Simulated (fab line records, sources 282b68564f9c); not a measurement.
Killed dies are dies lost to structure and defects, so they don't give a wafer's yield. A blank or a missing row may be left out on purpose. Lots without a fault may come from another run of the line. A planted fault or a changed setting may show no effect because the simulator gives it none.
fab line records | flow rit_cmos
record lots=13 wafers=39 last_day=8
route steps=202 shown SPACER@128
lots that met no fault: from a run of the same line without faults
start_h: hours from the record's first day to the start of the lot's first wafer shown | wait_h: hours since the lot's step before | " the same as in the row above | L1.1+2: a row that stands for several wafers | - no value, or no start given | * or withheld: withheld | < > ~ a bound
route shown NAME@n: a module of which the file shows steps, and the number in the route of the first | usual: mean/standard deviation of fault-free wafers | same: alike in all rows | chamber/n: place in a boat | sites: the reading at each site | _std_site: their standard deviation | _edge_site: outer sites' mean less inner sites' | radius_mm: how far each site lies from the wafer's centre | mask NAME#n: copy n | behind: the tool/chamber that last shaped the wafer | hold: why the lot was held/for how many hours/how that ended | device: the transistor (n, p or np) that didn't switch | end of line: the same wafers' tests at the end of the route | a step without rows: its recipe alone | killed: dies lost to structure and defects at the first sort, not the wafer's yield | map: a wafer's dies, x killed, . not, _ none there
set.NAME: the setting as run; set.NAME@STEP: as run at that earlier step | model.NAME: the simulator's own value behind a step, which no gauge read
steps of the route over a sample of lots; a table a step, a row a wafer
## steps
# step RIT_SPACER_CVD_03
# recipe material=Si3N4 target_thk_nm=250 temp_c=810 precursor=SiH2Cl2/NH3 time_s=3300 pressure_mtorr=300 sih2cl2_flow_sccm=60 nh3_flow_sccm=150
# usual pressure_mtorr=300.0/0.63 zone_power_source_pct=22.0/1.7
# columns lot.wafer tool chamber start_h wait_h pressure_mtorr zone_power_source_pct
L532.1 lpcvd-01 0 59.40 0.0 299.7 19.7
L532.2 " 0 " " 299.8 19.8
L532.4 " 0 " " 300.2 19.9
L533.1 lpcvd-01 0 64.64 0.0 299.2 19.5
L533.2 " 0 " " 299.8 20.0
L533.3 " 0 " " 300.0 19.7
L534.2 lpcvd-01 1 70.40 0.0 299.7 24.3
L534.3 " 1 " " 299.4 24.0
L534.5 " 1 " " 299.4 24.1
L535.1 lpcvd-02 0 77.09 0.0 300.8 22.2
L535.3 " 0 " " 299.6 21.5
L535.6 " 0 " " 300.7 21.4
L536.4 lpcvd-01 0 79.69 0.1 299.8 19.8
L536.5 " 0 " " 300.4 19.9
L536.6 " 0 " " 300.7 19.5
L537.1 lpcvd-02 1 83.50 0.0 300.2 23.7
L537.4 " 1 " " 300.8 23.3
L537.6 " 1 " " 300.3 23.5
L546.1 lpcvd-01 0 125.91 0.8 359.5 19.9
L546.2 " 0 " " 358.8 19.4
L546.3 " 0 " " 358.5 19.6
L548.4 lpcvd-01 1 135.36 0.0 300.6 24.0
L548.5 " 1 " " 300.1 24.2
L548.6 " 1 " " 299.3 24.0
L549.1 lpcvd-01 1 140.25 1.6 299.7 23.6
L549.2 " 1 " " 300.4 24.0
L549.5 " 1 " " 299.8 24.2
L550.1 lpcvd-02 1 140.51 0.0 299.5 23.5
L550.4 " 1 " " 299.5 23.9
L550.5 " 1 " " 299.3 23.5
L552.1 lpcvd-02 0 155.44 0.0 300.4 21.6
L552.5 " 0 " " 300.3 22.1
L552.6 " 0 " " 300.3 21.8
L553.3 lpcvd-02 1 162.23 0.0 300.0 23.3
L553.4 " 1 " " 300.9 23.7
L553.6 " 1 " " 301.2 23.3
L554.2 lpcvd-02 0 169.37 0.0 300.3 21.4
L554.4 " 0 " " 300.9 22.0
L554.5 " 0 " " 300.1 21.8
# step RIT_SPACER_THK_MEAS_04
# recipe reads=Si3N4_of_SPACER_CVD_03
# usual SPACER_NITRIDE_THK=248.2/2
# columns lot.wafer tool chamber start_h wait_h SPACER_NITRIDE_THK[nm]
L532.1 film_metro-01 - 61.32 0.0 249.7
L532.2 " - " " 250.0
L532.4 " - " " 247.9
L533.1 film_metro-01 - 66.56 0.0 249.2
L533.2 " - " " 246.3
L533.3 " - " " 249.4
L534.2 film_metro-04 - 72.33 0.0 248.2
L534.3 " - " " 249.7
L534.5 " - " " 249.0
L535.1 film_metro-01 - 79.01 0.0 245.5
L535.3 " - " " 247.8
L535.6 " - " " 247.8
L536.4 film_metro-04 - 81.64 0.0 246.6
L536.5 " - " " 249.1
L536.6 " - " " 248.4
L537.1 film_metro-01 - 85.41 0.0 246.4
L537.4 " - " " 247.7
L537.6 " - " " 248.5
L546.1 film_metro-04 - 128.79 0.0 262.1
L546.2 " - " " 262.9
L546.3 " - " " 260.0
L548.4 film_metro-01 - 137.30 0.0 249.1
L548.5 " - " " 247.2
L548.6 " - " " 248.3
L549.1 film_metro-01 - 142.19 0.0 249.4
L549.2 " - " " 246.9
L549.5 " - " " 250.1
L550.1 film_metro-01 - 143.41 0.0 247.2
L550.4 " - " " 248.6
L550.5 " - " " 247.9
L552.1 film_metro-01 - 157.35 0.0 246.6
L552.5 " - " " 242.5
L552.6 " - " " 246.1
L553.3 film_metro-01 - 164.16 0.0 248.5
L553.4 " - " " 248.1
L553.6 " - " " 248.6
L554.2 film_metro-01 - 171.29 0.0 247.2
L554.4 " - " " 247.7
L554.5 " - " " 249.4
## key
first_sign step=RIT_SPACER_CVD_03 reading=pressure_mtorr direction=up sigmas=94 usual=300.0 struck=358.9
effect step=RIT_SPACER_THK_MEAS_04 reading=SPACER_NITRIDE_THK direction=up sigmas=6.7 usual=248.2 struck=261.7
met_at RIT_SPACER_CVD_03
struck_lots L546
struck_wafers L546.1,L546.2,L546.3
tester_left_out L546
onset_between 79.69 125.91
fault kind=process_parameter_drift tool=lpcvd-01 chamber=0 onset_h=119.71 steps=RIT_SPACER_CVD_03 channel=pressure_mtorr offset=60 shape=step end_h=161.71 acts_in=these_recipes_only stated=300
# tester_left_out: of these lots the tester's yield and bins aren't shown, on N5 and GAA mostly nor the transistor test; their killed dies are dies lost to structure and defects alone, not to doping, threshold or leakage, so they don't give the yield
